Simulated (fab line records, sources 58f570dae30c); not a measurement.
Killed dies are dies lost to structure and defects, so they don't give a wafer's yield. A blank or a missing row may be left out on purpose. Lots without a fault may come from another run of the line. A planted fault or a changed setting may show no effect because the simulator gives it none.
Tool commonality check | flow berkeley_cmos170 | 15 lots, 45 wafers sampled

WHY IT WAS OPENED
At UCB170_PVT_TW_MEAS_09 the reading PVT_TW is flagged on 3 of 15 lots. Wafers without a fault read 508, standard deviation 4.
Rule: a lot is flagged when every wafer of it that has a number lies more than 4 standard deviations from that mean, or none has a number. The other lots count as sound.

lot  | measured     | on            | PVT_TW, wafer by wafer | flag
L233 | day 6 11:47  | film_metro-03 | 508 510 506            |
L234 | day 6 17:50  | film_metro-04 | 516 516 516            |
L238 | day 7 17:45  | film_metro-04 | 514 513 512            |
L237 | day 7 17:55  | film_metro-03 | 504 507 509            |
L239 | day 8 05:13  | film_metro-04 | 511 511 511            |
L241 | day 8 11:04  | film_metro-04 | 649 648 652            | FLAGGED
L242 | day 8 11:19  | film_metro-01 | 639 636 635            | FLAGGED
L245 | day 9 04:12  | film_metro-03 | 639 634 641            | FLAGGED
L246 | day 9 09:41  | film_metro-04 | 508 508 509            |
L252 | day 10 12:37 | film_metro-04 | 511 511 512            |
L250 | day 10 13:13 | film_metro-04 | 510 513 512            |
L251 | day 10 13:13 | film_metro-03 | 508 508 509            |
L253 | day 10 23:09 | film_metro-04 | 513 512 512            |
L255 | day 10 23:19 | film_metro-01 | 500 505 504            |
L256 | day 11 20:40 | film_metro-03 | 505 507 509            |
The numbers of the flagged lots are 641 on average: +133 against the usual, or +33 standard deviations.

WHICH TOOL RAN EACH LOT
The record holds 2 process steps before the reading, out of a route of 331 steps. In each cell: the tool, then ch and the chambers that the sampled wafers went through, then the start.
lot  | flag    | UCB170_PFIELD_STRIP_08               | UCB170_NVT_COAT_01
L233 |         | plasma_asher-02 ch 0,1, day 4 22:58  | litho_track-02 ch 0, day 6 06:53
L234 |         | plasma_asher-02 ch 1, day 5 06:05    | litho_track-02 ch 0, day 6 15:22
L238 |         | plasma_asher-02 ch 0,1, day 6 02:17  | litho_track-01 ch 0, day 7 13:29
L237 |         | plasma_asher-04 ch 0,1, day 6 02:34  | litho_track-03 ch 0, day 7 13:31
L239 |         | plasma_asher-04 ch 0,1, day 6 07:20  | litho_track-02 ch 0, day 8 02:02
L241 | FLAGGED | plasma_asher-03 ch 0,1, day 6 16:34  | litho_track-02, day 8 07:50
L242 | FLAGGED | plasma_asher-02 ch 0,1, day 6 16:08  | litho_track-03, day 8 07:51
L245 | FLAGGED | plasma_asher-02 ch 0,1, day 7 12:45  | litho_track-02, day 9 00:18
L246 |         | plasma_asher-02 ch 0,1, day 7 21:29  | litho_track-03 ch 0, day 9 05:36
L252 |         | plasma_asher-04 ch 0,1, day 8 21:24  | litho_track-02 ch 0, day 10 07:57
L250 |         | plasma_asher-03 ch 0,1, day 8 21:36  | litho_track-01 ch 0, day 10 08:01
L251 |         | plasma_asher-02 ch 0,1, day 8 21:20  | litho_track-03 ch 0, day 10 08:01
L253 |         | plasma_asher-02 ch 0,1, day 9 09:17  | litho_track-02 ch 0, day 10 20:25
L255 |         | plasma_asher-04 ch 0,1, day 9 09:21  | litho_track-03 ch 0, day 10 20:38
L256 |         | plasma_asher-02 ch 0,1, day 10 10:13 | litho_track-03 ch 0, day 11 15:59
What these steps do:
- UCB170_PFIELD_STRIP_08: strips in O2.
- UCB170_NVT_COAT_01: resist thk 900 nm.
- UCB170_PVT_TW_MEAS_09

FLAGGED OVER TOTAL, TOOL BY TOOL (the gauges that took the reading come last)
step                   | tool            | lots run | flagged | share of the flagged lots | sound lots run after its first flagged lot
UCB170_PFIELD_STRIP_08 | plasma_asher-02 | 9        | 2       | some                      | 4 (L246,L251,L253,L256)
UCB170_PFIELD_STRIP_08 | plasma_asher-03 | 2        | 1       | some                      | 1 (L250)
UCB170_PFIELD_STRIP_08 | plasma_asher-04 | 4        | 0       | none                      | -
UCB170_NVT_COAT_01     | litho_track-01  | 2        | 0       | none                      | -
UCB170_NVT_COAT_01     | litho_track-02  | 7        | 2       | some                      | 2 (L252,L253)
UCB170_NVT_COAT_01     | litho_track-03  | 6        | 1       | some                      | 4 (L246,L251,L255,L256)
UCB170_PVT_TW_MEAS_09  | film_metro-01   | 2        | 1       | some                      | 1 (L255)
UCB170_PVT_TW_MEAS_09  | film_metro-03   | 5        | 1       | some                      | 2 (L251,L256)
UCB170_PVT_TW_MEAS_09  | film_metro-04   | 8        | 1       | some                      | 4 (L246,L252,L250,L253)

WHAT THE TABLE ALLOWS
No row of the table ran every flagged lot.

WHAT THE SIMULATOR HAD PUT IN
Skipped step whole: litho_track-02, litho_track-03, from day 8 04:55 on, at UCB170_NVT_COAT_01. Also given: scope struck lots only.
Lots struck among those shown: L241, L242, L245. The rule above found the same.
